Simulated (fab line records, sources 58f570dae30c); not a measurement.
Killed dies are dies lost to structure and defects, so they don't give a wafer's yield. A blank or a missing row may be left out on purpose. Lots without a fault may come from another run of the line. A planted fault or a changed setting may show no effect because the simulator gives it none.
Chamber matching | flow berkeley_cmos170 | UCB170_ACTIVE_ETCH_15 on rie_diel-03: 4 sister chambers
The step etches Si3N4 in CH3F/Ar/O2, stops on SiO2, target depth 242 nm, time 151 s. 14 wafers are shown with their chamber, then 7 later ones without.

WAFERS WITH THEIR CHAMBER
wafer  | chamber | drypump_motor_current_A (A) | throttle_valve_pct (%) | oes_product_au (a.u.)
L782.4 | 1       | 5.4                         | 8.27                   | 0.927
L782.5 | 0       | 5.8                         | 8.06                   | 0.938
L782.6 | 3       | 4.8                         | 8.02                   | 0.953
L785.2 | 1       | 5.3                         | 8.29                   | 0.965
L785.6 | 1       | 5.4                         | 8.28                   | 0.958
L786.3 | 1       | 5.4                         | 8.28                   | 0.984
L794.1 | 1       | 5.3                         | 8.28                   | 0.930
L794.5 | 3       | 4.8                         | 8.05                   | 0.947
L794.6 | 2       | 6.3                         | 8.05                   | 0.931
L795.2 | 2       | 6.3                         | 8.05                   | 0.938
L795.4 | 0       | 5.8                         | 8.05                   | 0.926
L795.5 | 3       | 4.8                         | 8.04                   | 0.943
L798.1 | 2       | 6.3                         | 8.06                   | 0.933
L798.2 | 0       | 5.8                         | 8.05                   | 0.944

SIGNATURES (means of the wafers above)
reading                 | chamber 0 | chamber 1 | chamber 2 | chamber 3 | scatter within a chamber
drypump_motor_current_A | 5.800     | 5.360     | 6.300     | 4.800     | 0.0346
throttle_valve_pct      | 8.0533    | 8.2800    | 8.0533    | 8.0367    | 0.00894
oes_product_au          | 0.93600   | 0.95280   | 0.93400   | 0.94767   | 0.0161
Rule: a wafer's distance from a chamber is the root of the sum, over the readings, of the square of ((its reading less the chamber's mean) divided by the reading's scatter). The wafer belongs to the nearest chamber; if the next one is less than 2 further off, it can't be placed. The scatter: the root of (the sum of the squares of (reading less its chamber's mean) over the shown wafers, divided by (wafers less chambers)).

WAFERS WITHOUT THEIR CHAMBER
wafer  | drypump_motor_current_A (A) | throttle_valve_pct (%) | oes_product_au (a.u.)
L798.4 | 4.9                         | 8.03                   | 0.947
L796.3 | 6.3                         | 8.04                   | 0.951
L796.4 | 5.4                         | 8.28                   | 0.940
L796.5 | 5.8                         | 8.06                   | 0.950
L800.1 | 6.3                         | 8.06                   | 0.944
L800.2 | 5.4                         | 8.29                   | 0.939
L800.3 | 5.8                         | 8.04                   | 0.947

WHICH CHAMBER EACH WENT THROUGH
wafer  | from the rows above | in truth
L798.4 | 3                   | 3
L796.3 | 2                   | 2
L796.4 | 1                   | 1
L796.5 | 0                   | 0
L800.1 | 2                   | 2
L800.2 | 1                   | 1
L800.3 | 0                   | 0
Placed correctly: 7 of 7. Can't be placed from these rows: 0. Placed wrongly: 0.
